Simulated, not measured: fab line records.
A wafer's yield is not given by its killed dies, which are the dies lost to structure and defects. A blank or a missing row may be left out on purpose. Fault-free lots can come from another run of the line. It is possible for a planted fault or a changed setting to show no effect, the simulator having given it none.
fab line records    flow ritCmos
record lots=14  wafers=42  lastDay=7
route steps=202 shown ACTIVE@12 PRETRO@74 PSD@150 M1@194
lots that met no fault: taken from a fault-free run of the same line
startH: start of the lot's first displayed wafer, in hours after the record's first day    waitH: hours from the lot's prior step to this one    " same as the row above    L1.1+2: several wafers, shown together as one row    - no value, or no start was given    * or withheld: withheld    < > ~ a bound
route shown NAME@n: NAME is a module with steps in the file, n the number in the route of the first one    usual: average and standard deviation across the fault-free wafers    same: alike in all rows    chamber/n: place in a boat    sites: per-site readings    _std_site: their standard deviation    _edge_site: inner sites' mean taken away from outer sites' mean    radiusMm: for every site, how far away it sits from the centre of the wafer    mask NAME#n: copy n    behind: tool/chamber where the wafer was last shaped    hold: what put the lot on hold/how long, in hours/how the hold closed    device: which transistor (n, p or np) failed to switch    end of line: tests run on the same wafers once the route is complete    where a step has no rows: the recipe by itself    killed: the dies lost at the first sort to structure and to defects; this is not the yield of the wafer    map: a wafer's dies, marking killed ones x, the rest . and places with no die _
set.NAME: the setting that was run; set.NAME@STEP: the one run at that earlier step    model.NAME: the simulator's own value behind a step, which no gauge read
steps of the route over a sample of lots; a table a step, a row a wafer
services: from which hour (startH, from the record's first day; less than 0 if before it) a tool's chamber was out of use, for how many hours, and why
## steps
# step RIT_ACTIVE_CD_MEAS_11
# recipe targetCdNm=1400
# usual cdNm=1401.2/2.2
lot.wafer  tool      chamber  startH  waitH  cdNm
L810.2     cdSem-01  -        22.47   -      1401.5
L810.3     "         -        "       "      1400.9
L810.4     "         -        "       "      1401.9
L811.1     cdSem-02  -        24.44   -      1402.3
L811.2     "         -        "       "      1403.0
L811.5     "         -        "       "      1401.1
L812.2     cdSem-02  -        29.58   -      1402.2
L812.5     "         -        "       "      1400.7
L812.6     "         -        "       "      1403.3
L813.2     cdSem-01  -        34.53   -      1404.0
L813.3     "         -        "       "      1403.4
L813.4     "         -        "       "      1402.9
L814.3     cdSem-02  -        39.48   -      1399.4
L814.4     "         -        "       "      1396.8
L814.6     "         -        "       "      1398.6
L815.2     cdSem-01  -        44.58   -      1403.0
L815.4     "         -        "       "      1404.9
L815.6     "         -        "       "      1403.2
L817.1     cdSem-01  -        54.58   -      1401.4
L817.5     "         -        "       "      1399.0
L817.6     "         -        "       "      1398.5
L820.2     cdSem-02  -        69.58   -      1400.8
L820.4     "         -        "       "      1402.7
L820.5     "         -        "       "      1401.0
L822.2     cdSem-02  -        79.58   -      1403.5
L822.3     "         -        "       "      1403.9
L822.4     "         -        "       "      1401.0
L826.3     cdSem-02  -        99.48   -      1402.4
L826.4     "         -        "       "      1402.0
L826.6     "         -        "       "      1402.0
L827.3     cdSem-02  -        104.48  -      1402.3
L827.5     "         -        "       "      1403.3
L827.6     "         -        "       "      1403.3
L828.2     cdSem-01  -        109.46  -      1400.1
L828.3     "         -        "       "      1398.6
L828.5     "         -        "       "      1399.7
L829.1     cdSem-01  -        114.44  -      1399.0
L829.3     "         -        "       "      1399.4
L829.6     "         -        "       "      1401.8
L830.2     cdSem-02  -        119.58  -      1402.2
L830.4     "         -        "       "      1401.8
L830.5     "         -        "       "      1399.7
# step RIT_PRETRO_TW_MEAS_10
# usual PRETRO_TW=466.2/2.8
lot.wafer  tool          chamber  startH  waitH  PRETRO_TW
L810.2     filmMetro-01  -        40.64   0.1    465.3
L810.3     "             -        "       "      462.3
L810.4     "             -        "       "      463.5
L811.1     filmMetro-02  -        42.60   0.1    469.4
L811.2     "             -        "       "      468.3
L811.5     "             -        "       "      468.7
L812.2     filmMetro-02  -        46.71   0.1    467.5
L812.5     "             -        "       "      470.1
L812.6     "             -        "       "      472.4
L813.2     filmMetro-02  -        52.76   0.1    467.5
L813.3     "             -        "       "      469.3
L813.4     "             -        "       "      467.5
L814.3     filmMetro-02  -        57.71   0.1    471.0
L814.4     "             -        "       "      468.6
L814.6     "             -        "       "      466.8
L815.2     filmMetro-03  -        62.66   0.1    467.6
L815.4     "             -        "       "      469.6
L815.6     "             -        "       "      467.4
L817.1     filmMetro-01  -        71.98   0.1    463.7
L817.5     "             -        "       "      463.4
L817.6     "             -        "       "      466.5
L820.2     filmMetro-01  -        86.17   0.1    463.3
L820.4     "             -        "       "      464.8
L820.5     "             -        "       "      462.8
L822.2     filmMetro-01  -        96.50   0.1    463.0
L822.3     "             -        "       "      463.7
L822.4     "             -        "       "      460.3
L826.3     filmMetro-03  -        116.10  0.1    467.7
L826.4     "             -        "       "      469.3
L826.6     "             -        "       "      467.1
L827.3     filmMetro-01  -        122.84  0.1    461.7
L827.5     "             -        "       "      462.6
L827.6     "             -        "       "      463.2
L828.2     filmMetro-02  -        127.87  0.1    468.5
L828.3     "             -        "       "      467.5
L828.5     "             -        "       "      467.8
L829.1     filmMetro-01  -        132.89  0.1    460.9
L829.3     "             -        "       "      463.9
L829.6     "             -        "       "      465.9
L830.2     filmMetro-03  -        136.37  0.1    466.9
L830.4     "             -        "       "      465.3
L830.5     "             -        "       "      465.5
# step RIT_PSD_IMPLANT_08
# recipe species=BF2  energyKev=27  doseCm2=5e+15  tiltDeg=7
# usual beamOnS=12.60/0.29  doseIonsCm2=5e+15/5.9e+12  endStationPressureTorr=1.46e-05/7.1e-07
lot.wafer  tool          chamber  startH  waitH  beamOnS  doseIonsCm2  endStationPressureTorr
L810.2     implanter-01  0        58.27   0.1    12.43    5.001e+15    1.48e-05
L810.3     "             0        "       "      12.72    5.016e+15    1.42e-05
L810.4     "             0        "       "      12.38    4.983e+15    1.5e-05
L811.1     implanter-04  0        59.49   0.1    12.34    4.995e+15    1.54e-05
L811.2     "             0        "       "      12.08    5.011e+15    1.59e-05
L811.5     "             0        "       "      12.65    5.001e+15    1.45e-05
L812.2     implanter-01  0        65.88   0.1    12.57    4.997e+15    1.35e-05
L812.5     "             0        "       "      12.49    5.001e+15    1.45e-05
L812.6     "             0        "       "      12.40    4.99e+15     1.5e-05
L813.2     implanter-04  0        69.51   0.1    12.09    4.994e+15    1.45e-05
L813.3     "             0        "       "      12.80    4.989e+15    1.47e-05
L813.4     "             0        "       "      13.10    4.997e+15    1.54e-05
L814.3     implanter-02  0        75.74   0.1    12.99    5.002e+15    1.52e-05
L814.4     "             0        "       "      13.27    5.002e+15    1.59e-05
L814.6     "             0        "       "      12.72    4.998e+15    1.39e-05
L815.2     implanter-04  0        79.03   0.1    12.14    4.999e+15    1.47e-05
L815.4     "             0        "       "      12.60    5.012e+15    1.49e-05
L815.6     "             0        "       "      12.38    4.997e+15    1.44e-05
L817.1     implanter-02  0        89.18   0.1    13.11    4.999e+15    1.51e-05
L817.5     "             0        "       "      12.82    5.001e+15    1.41e-05
L817.6     "             0        "       "      13.26    5.005e+15    1.54e-05
L820.2     implanter-02  0        103.46  0.1    12.96    4.993e+15    1.39e-05
L820.4     "             0        "       "      12.78    4.998e+15    1.43e-05
L820.5     "             0        "       "      12.49    4.992e+15    1.47e-05
L822.2     implanter-02  0        114.10  0.1    24.70    9.502e+15    1.17e-05
L822.3     "             0        "       "      23.67    9.507e+15    1.18e-05
L822.4     "             0        "       "      24.52    9.506e+15    1.33e-05
L826.3     implanter-02  0        135.95  0.1    24.24    9.506e+15    1.24e-05
L826.4     "             0        "       "      24.12    9.502e+15    1.23e-05
L826.6     "             0        "       "      24.34    9.504e+15    1.24e-05
L827.3     implanter-04  0        140.05  0.1    12.30    5.004e+15    1.58e-05
L827.5     "             0        "       "      12.58    5.003e+15    1.61e-05
L827.6     "             0        "       "      12.64    4.997e+15    1.39e-05
L828.2     implanter-01  0        145.03  0.1    12.65    4.995e+15    1.37e-05
L828.3     "             0        "       "      12.55    5e+15        1.47e-05
L828.5     "             0        "       "      12.40    4.993e+15    1.48e-05
L829.1     implanter-04  0        148.83  0.1    12.45    4.996e+15    1.45e-05
L829.3     "             0        "       "      12.66    5.001e+15    1.45e-05
L829.6     "             0        "       "      12.33    4.999e+15    1.56e-05
L830.2     implanter-01  0        153.11  0.1    12.49    4.998e+15    1.47e-05
L830.4     "             0        "       "      12.62    4.998e+15    1.53e-05
L830.5     "             0        "       "      12.84    4.993e+15    1.46e-05
# step RIT_PSD_TW_MEAS_10
# usual PSD_TW=3385/35
lot.wafer  tool          chamber  startH  waitH  PSD_TW
L810.2     filmMetro-03  -        58.58   0.1    3381
L810.3     "             -        "       "      3382
L810.4     "             -        "       "      3378
L811.1     filmMetro-03  -        59.82   0.1    3383
L811.2     "             -        "       "      3374
L811.5     "             -        "       "      3379
L812.2     filmMetro-04  -        66.19   0.1    3426
L812.5     "             -        "       "      3395
L812.6     "             -        "       "      3416
L813.2     filmMetro-04  -        69.82   0.1    3418
L813.3     "             -        "       "      3422
L813.4     "             -        "       "      3400
L814.3     filmMetro-01  -        76.04   0.1    3339
L814.4     "             -        "       "      3331
L814.6     "             -        "       "      3340
L815.2     filmMetro-03  -        79.34   0.1    3375
L815.4     "             -        "       "      3388
L815.6     "             -        "       "      3379
L817.1     filmMetro-01  -        89.51   0.1    3343
L817.5     "             -        "       "      3328
L817.6     "             -        "       "      3322
L820.2     filmMetro-03  -        103.77  0.1    3372
L820.4     "             -        "       "      3383
L820.5     "             -        "       "      3375
L822.2     filmMetro-03  -        114.41  0.1    3517
L822.3     "             -        "       "      3491
L822.4     "             -        "       "      3515
L826.3     filmMetro-01  -        136.24  0.1    3477
L826.4     "             -        "       "      3481
L826.6     "             -        "       "      3493
L827.3     filmMetro-03  -        140.35  0.1    3365
L827.5     "             -        "       "      3358
L827.6     "             -        "       "      3361
L828.2     filmMetro-04  -        145.34  0.1    3429
L828.3     "             -        "       "      3431
L828.5     "             -        "       "      3413
L829.1     filmMetro-01  -        149.16  0.1    3368
L829.3     "             -        "       "      3359
L829.6     "             -        "       "      3364
L830.2     filmMetro-04  -        153.42  0.1    3421
L830.4     "             -        "       "      3433
L830.5     "             -        "       "      3440
# step RIT_SDANNEAL_RS_MEAS_04
# recipe thkMeasGauge=four-point-probe
# usual PSD_RS=115.96/0.28
lot.wafer  tool          chamber  startH  waitH  PSD_RS[ohm/sq]
L810.2     filmMetro-03  -        59.10   0.1    115.73
L810.3     "             -        "       "      115.60
L810.4     "             -        "       "      116.25
L811.1     filmMetro-04  -        60.43   0.0    115.83
L811.2     "             -        "       "      116.10
L811.5     "             -        "       "      115.72
L812.2     filmMetro-03  -        66.68   0.1    116.06
L812.5     "             -        "       "      116.05
L812.6     "             -        "       "      115.78
L813.2     filmMetro-04  -        70.32   0.1    116.06
L813.3     "             -        "       "      116.34
L813.4     "             -        "       "      115.78
L814.3     filmMetro-01  -        76.61   0.1    115.96
L814.4     "             -        "       "      116.14
L814.6     "             -        "       "      116.04
L815.2     filmMetro-01  -        79.87   0.1    116.02
L815.4     "             -        "       "      116.13
L815.6     "             -        "       "      115.92
L817.1     filmMetro-03  -        89.99   0.0    115.50
L817.5     "             -        "       "      116.07
L817.6     "             -        "       "      115.92
L820.2     filmMetro-03  -        104.30  0.1    116.39
L820.4     "             -        "       "      116.22
L820.5     "             -        "       "      116.26
L822.2     filmMetro-04  -        114.94  0.1    108.11
L822.3     "             -        "       "      108.13
L822.4     "             -        "       "      107.91
L826.3     filmMetro-03  -        136.84  0.1    108.35
L826.4     "             -        "       "      108.49
L826.6     "             -        "       "      108.14
L827.3     filmMetro-03  -        140.94  0.1    116.03
L827.5     "             -        "       "      116.41
L827.6     "             -        "       "      116.36
L828.2     filmMetro-01  -        146.04  0.1    115.91
L828.3     "             -        "       "      115.74
L828.5     "             -        "       "      115.93
L829.1     filmMetro-03  -        149.70  0.1    115.39
L829.3     "             -        "       "      115.62
L829.6     "             -        "       "      115.72
L830.2     filmMetro-01  -        153.92  0.1    115.78
L830.4     "             -        "       "      116.13
L830.5     "             -        "       "      116.17
# step RIT_M1_OVL_MEAS_10
# usual M1_OVL=-1.1/1.1
lot.wafer  tool        chamber  startH  waitH  M1_OVL[nm]
L810.2     overlay-01  -        64.24   0.1    -1.4
L810.3     "           -        "       "      -1.4
L810.4     "           -        "       "      -1.6
L811.1     overlay-01  -        65.42   0.1    -1.5
L811.2     "           -        "       "      -3.4
L811.5     "           -        "       "      -1.9
L812.2     overlay-01  -        71.38   0.1    -1.2
L812.5     "           -        "       "      -3.1
L812.6     "           -        "       "      -0.6
L813.2     overlay-01  -        75.15   0.1    -1.6
L813.3     "           -        "       "      -0.5
L813.4     "           -        "       "      -3.4
L814.3     overlay-02  -        81.40   0.1    -1.3
L814.4     "           -        "       "      -1.1
L814.6     "           -        "       "      -0.5
L815.2     overlay-02  -        84.85   0.1    -1.9
L815.4     "           -        "       "      -0.6
L815.6     "           -        "       "      -3.2
L817.1     overlay-01  -        95.00   0.1    -0.1
L817.5     "           -        "       "      0.2
L817.6     "           -        "       "      -0.9
L820.2     overlay-02  -        109.23  0.1    -0.7
L820.4     "           -        "       "      1.3
L820.5     "           -        "       "      -1.6
L822.2     overlay-01  -        120.06  0.1    -3.9
L822.3     "           -        "       "      -3.6
L822.4     "           -        "       "      -3.1
L826.3     overlay-01  -        141.70  0.1    0.8
L826.4     "           -        "       "      -0.5
L826.6     "           -        "       "      -0.7
L827.3     overlay-01  -        145.79  0.1    0.5
L827.5     "           -        "       "      0.2
L827.6     "           -        "       "      -0.1
L828.2     overlay-02  -        151.21  0.1    -1.6
L828.3     "           -        "       "      -0.8
L828.5     "           -        "       "      -2.6
L829.1     overlay-01  -        154.81  0.1    -0.6
L829.3     "           -        "       "      -1.1
L829.6     "           -        "       "      -1.6
L830.2     overlay-01  -        158.97  0.1    -1.0
L830.4     "           -        "       "      -1.4
L830.5     "           -        "       "      -1.3
# step RIT_M1_PROBE_99
# usual killed_at_M0_to_M3=0.0/0.083  killedAtContacts=0.1/0.27  killedAtFrontEnd=6.1/2.9  killedDies=6.2/2.9  killedOnRim=1.5/1.3  killedOpen=3.2/1.9  killedShort=3/1.9
# same grossDies=264  killed_at_M4_up=0  killedAtBackSide=0  killedAtOther=0
lot.wafer  tool       chamber  startH  waitH  killed_at_M0_to_M3  killedAtContacts  killedAtFrontEnd  killedDies  killedOnRim  killedOpen  killedShort
L810.2     prober-01  -        66.92   0.1    0                   0                 6                 6           3            2           4
L810.3     prober-01  -        66.97   0.2    0                   0                 2                 2           0            2           0
L810.4     prober-01  -        67.02   0.2    0                   0                 9                 9           1            4           5
L811.1     prober-02  -        68.37   0.1    0                   0                 8                 8           1            3           5
L811.2     prober-02  -        68.42   0.1    0                   0                 6                 6           1            3           3
L811.5     prober-02  -        68.57   0.2    0                   0                 10                10          1            7           3
L812.2     prober-01  -        75.11   0.1    0                   1                 10                11          2            7           4
L812.5     prober-01  -        75.26   0.2    0                   0                 8                 8           2            5           3
L812.6     prober-01  -        75.31   0.2    0                   0                 12                12          1            5           7
L813.2     prober-02  -        77.73   0.1    0                   0                 10                10          1            6           4
L813.3     prober-02  -        77.78   0.2    0                   0                 3                 3           1            1           2
L813.4     prober-02  -        77.83   0.2    0                   0                 4                 4           0            3           1
L814.3     prober-02  -        84.03   0.2    0                   0                 5                 5           1            2           3
L814.4     prober-02  -        84.08   0.2    0                   0                 2                 2           1            1           1
L814.6     prober-02  -        84.18   0.2    0                   0                 2                 2           1            0           2
L815.2     prober-01  -        88.72   0.1    0                   0                 7                 7           0            6           1
L815.4     prober-01  -        88.82   0.2    0                   0                 3                 3           0            1           2
L815.6     prober-01  -        88.92   0.2    1                   0                 7                 8           1            3           5
L817.1     prober-01  -        97.54   0.1    0                   0                 7                 7           0            2           5
L817.5     prober-01  -        97.74   0.2    0                   0                 4                 4           4            3           1
L817.6     prober-01  -        97.79   0.2    0                   0                 2                 2           2            2           0
L820.2     prober-01  -        111.81  0.1    0                   0                 5                 5           2            4           1
L820.4     prober-01  -        111.91  0.2    0                   0                 6                 6           1            4           2
L820.5     prober-01  -        111.96  0.2    0                   0                 4                 4           1            3           1
L822.2     prober-01  -        122.66  0.1    0                   0                 8                 8           5            2           6
L822.3     prober-01  -        122.71  0.2    0                   0                 7                 7           0            5           2
L822.4     prober-01  -        122.76  0.2    0                   0                 12                12          3            5           7
L826.3     prober-01  -        144.49  0.2    0                   0                 0                 0           0            0           0
L826.4     prober-01  -        144.54  0.2    0                   0                 7                 7           1            5           2
L826.6     prober-01  -        144.64  0.2    0                   0                 6                 6           0            3           3
L827.3     prober-02  -        148.54  0.2    0                   0                 7                 7           1            3           4
L827.5     prober-02  -        148.64  0.2    0                   0                 2                 2           1            1           1
L827.6     prober-02  -        148.69  0.2    0                   0                 7                 7           2            4           3
L828.2     prober-01  -        154.18  0.1    0                   0                 7                 7           1            2           5
L828.3     prober-01  -        154.23  0.2    0                   0                 8                 8           2            5           3
L828.5     prober-01  -        154.33  0.2    0                   0                 9                 9           3            5           4
L829.1     prober-02  -        158.67  0.1    0                   0                 12                12          5            5           7
L829.3     prober-02  -        158.77  0.2    0                   0                 2                 2           0            1           1
L829.6     prober-02  -        158.92  0.2    0                   0                 3                 3           0            2           1
L830.2     prober-01  -        161.58  0.1    0                   0                 7                 7           2            2           5
L830.4     prober-01  -        161.68  0.2    0                   0                 12                12          6            5           7
L830.5     prober-01  -        161.73  0.2    0                   0                 8                 8           2            3           5
# killed by level:class
L810.2 FOX1:geometricParticle:open=2 GATE:geometricParticle:short=1 REOX:geometricParticle:short=1 SPACER:geometricParticle:short=1 SILICIDE:geometricParticle:short=1
L810.3 GATE:geometricParticle:open=1 REOX:geometricParticle:open=1
L810.4 SPACER:geometricParticle:short=3 ACTIVE:geometricParticle:short=1 FOX1:geometricParticle:short=1 GATE:geometricParticle:open=1 REOX:geometricParticle:open=1 SPACER:geometricParticle:open=1 SILICIDE:geometricParticle:open=1
L811.1 GATE:geometricParticle:short=3 GATE:geometricParticle:open=2 FOX2:geometricParticle:open=1 REOX:geometricParticle:short=1 SPACER:geometricParticle:short=1
L811.2 GATE:geometricParticle:short=2 FOX1:geometricParticle:open=1 FOX1:geometricParticle:short=1 SPACER:geometricParticle:open=1 SILICIDE:geometricParticle:open=1
L811.5 GATE:geometricParticle:open=5 FOX1:geometricParticle:short=2 FOX1:geometricParticle:open=1 SPACER:geometricParticle:open=1 SILICIDE:geometricParticle:short=1
L812.2 GATE:geometricParticle:short=4 FOX1:geometricParticle:open=3 GATE:geometricParticle:open=2 REOX:geometricParticle:open=1 CONTACT:geometricParticle:open=1
L812.5 GATE:geometricParticle:open=3 GATE:geometricParticle:short=2 FOX1:geometricParticle:open=1 REOX:geometricParticle:short=1 SPACER:geometricParticle:open=1
L812.6 GATE:geometricParticle:open=3 FOX1:geometricParticle:short=2 GATE:geometricParticle:short=2 SILICIDE:geometricParticle:open=2 FOX2:geometricParticle:short=1 SPACER:geometricParticle:short=1 SILICIDE:geometricParticle:short=1
L813.2 REOX:geometricParticle:short=2 GATE:geometricParticle:open=2 FOX2:geometricParticle:open=1 FOX2:geometricParticle:short=1 REOX:geometricParticle:open=1 SPACER:geometricParticle:short=1 SPACER:geometricParticle:open=1 SILICIDE:geometricParticle:open=1
L813.3 FOX2:geometricParticle:open=1 SPACER:geometricParticle:short=1 STARTING-WAFER:geometricParticle:short=1
L813.4 FOX2:geometricParticle:open=1 GATE:geometricParticle:open=1 GATE:geometricParticle:short=1 SILICIDE:geometricParticle:open=1
L814.3 SILICIDE:geometricParticle:short=3 GATE:geometricParticle:open=1 SPACER:geometricParticle:open=1
L814.4 SPACER:geometricParticle:short=1 SPACER:geometricParticle:open=1
L814.6 FOX1:geometricParticle:short=1 GATE:geometricParticle:short=1
L815.2 REOX:geometricParticle:open=2 SPACER:geometricParticle:open=2 FOX1:geometricParticle:short=1 FOX1:geometricParticle:open=1 GATE:geometricParticle:open=1
L815.4 REOX:geometricParticle:short=2 GATE:geometricParticle:open=1
L815.6 FOX1:geometricParticle:open=1 FOX1:geometricParticle:short=1 GATE:geometricParticle:open=1 GATE:geometricParticle:short=1 REOX:geometricParticle:short=1 SILICIDE:geometricParticle:short=1 M1:geometricParticle:short=1 STARTING-WAFER:geometricParticle:open=1
L817.1 REOX:geometricParticle:short=2 FOX1:geometricParticle:short=1 FOX1:geometricParticle:open=1 FOX2:geometricParticle:short=1 SILICIDE:geometricParticle:open=1 SILICIDE:geometricParticle:short=1
L817.5 SILICIDE:geometricParticle:open=3 GATE:geometricParticle:short=1
L817.6 GATE:geometricParticle:open=1 SILICIDE:geometricParticle:open=1
L820.2 FOX1:geometricParticle:open=1 GATE:geometricParticle:open=1 REOX:geometricParticle:open=1 SPACER:geometricParticle:open=1 SPACER:geometricParticle:short=1
L820.4 SPACER:geometricParticle:open=2 FOX2:geometricParticle:open=1 REOX:geometricParticle:short=1 SPACER:geometricParticle:short=1 SILICIDE:geometricParticle:open=1
L820.5 FOX1:geometricParticle:open=1 FOX2:geometricParticle:open=1 SILICIDE:geometricParticle:short=1 SILICIDE:geometricParticle:open=1
L822.2 GATE:geometricParticle:short=2 SPACER:geometricParticle:short=2 FOX1:geometricParticle:open=1 FOX1:geometricParticle:short=1 FOX2:geometricParticle:open=1 FOX2:geometricParticle:short=1
L822.3 FOX1:geometricParticle:open=2 GATE:geometricParticle:open=2 FOX1:geometricParticle:short=1 GATE:geometricParticle:short=1 SILICIDE:geometricParticle:open=1
L822.4 FOX1:geometricParticle:short=2 FOX2:geometricParticle:short=2 FOX1:geometricParticle:open=1 GATE:geometricParticle:open=1 GATE:geometricParticle:short=1 REOX:geometricParticle:open=1 SPACER:geometricParticle:open=1 SPACER:geometricParticle:short=1
L826.4 GATE:geometricParticle:open=4 SILICIDE:geometricParticle:short=2 SILICIDE:geometricParticle:open=1
L826.6 FOX1:geometricParticle:short=2 GATE:geometricParticle:open=2 GATE:geometricParticle:short=1 SPACER:geometricParticle:open=1
L827.3 FOX1:geometricParticle:short=1 FOX2:geometricParticle:open=1 FOX2:geometricParticle:short=1 GATE:geometricParticle:open=1 GATE:geometricParticle:short=1 SPACER:geometricParticle:short=1 SILICIDE:geometricParticle:open=1
L827.5 REOX:geometricParticle:open=1 SPACER:geometricParticle:short=1
L827.6 GATE:geometricParticle:short=2 FOX1:geometricParticle:open=1 GATE:geometricParticle:open=1 REOX:geometricParticle:open=1 REOX:geometricParticle:short=1 SILICIDE:geometricParticle:open=1
L828.2 GATE:geometricParticle:short=4 FOX2:geometricParticle:open=2 FOX1:geometricParticle:short=1
L828.3 SPACER:geometricParticle:open=4 GATE:geometricParticle:open=1 GATE:geometricParticle:short=1 REOX:geometricParticle:short=1 SPACER:geometricParticle:short=1
L828.5 FOX2:geometricParticle:short=2 SPACER:geometricParticle:short=2 SPACER:geometricParticle:open=2 FOX1:geometricParticle:open=1 GATE:geometricParticle:open=1 REOX:geometricParticle:open=1
L829.1 GATE:geometricParticle:short=2 REOX:geometricParticle:open=2 REOX:geometricParticle:short=2 FOX1:geometricParticle:short=1 FOX2:geometricParticle:short=1 GATE:geometricParticle:open=1 SPACER:geometricParticle:open=1 SPACER:geometricParticle:short=1
L829.3 SPACER:geometricParticle:short=1 SILICIDE:geometricParticle:open=1
L829.6 GATE:geometricParticle:open=2 REOX:geometricParticle:short=1
L830.2 GATE:geometricParticle:short=2 REOX:geometricParticle:short=2 FOX1:geometricParticle:open=1 GATE:geometricParticle:open=1 SPACER:geometricParticle:short=1
L830.4 GATE:geometricParticle:short=5 GATE:geometricParticle:open=3 REOX:geometricParticle:open=2 FOX1:geometricParticle:short=1 SPACER:geometricParticle:short=1
L830.5 GATE:geometricParticle:short=2 REOX:geometricParticle:short=2 FOX2:geometricParticle:open=1 FOX2:geometricParticle:short=1 REOX:geometricParticle:open=1 SILICIDE:geometricParticle:open=1
## services
tool          chamber  startH  hours  kind
implanter-02  -        146.47  5.1    repair
implanter-04  -        151.42  5.6    pm
## key
firstSign step=RIT_PSD_IMPLANT_08  reading=doseIonsCm2  direction=up  sigmas=99+  usual=5e+15  struck=9.504e+15
effect step=RIT_PSD_IMPLANT_08  reading=beamOnS  direction=up  sigmas=40  usual=12.60  struck=24.26
effect step=RIT_PSD_TW_MEAS_10  reading=PSD_TW  direction=up  sigmas=3.1  usual=3385  struck=3496
effect step=RIT_SDANNEAL_RS_MEAS_04  reading=PSD_RS  direction=down  sigmas=28  usual=115.96  struck=108.19
metAt RIT_PSD_IMPLANT_08
struckLots L822,L826
testerLeftOut L822,L826
notActingAt RIT_ACTIVE_CD_MEAS_11,RIT_PRETRO_TW_MEAS_10,RIT_M1_OVL_MEAS_10
onsetBetween 103.46 114.10
fault kind=processParameterDrift  tool=implanter-02  chamber=-  onsetH=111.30  steps=RIT_PSD_IMPLANT_08  channel=doseCm2  offset=4.5e+15  shape=step  endH=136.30  actsIn=theseRecipesOnly  stated=5e+15
# testerLeftOut: of these lots the tester's yield and bins aren't shown, on N5 and GAA mostly nor the transistor test; their killed dies are dies lost to structure and defects alone, not to doping, threshold or leakage, so they don't give the yield
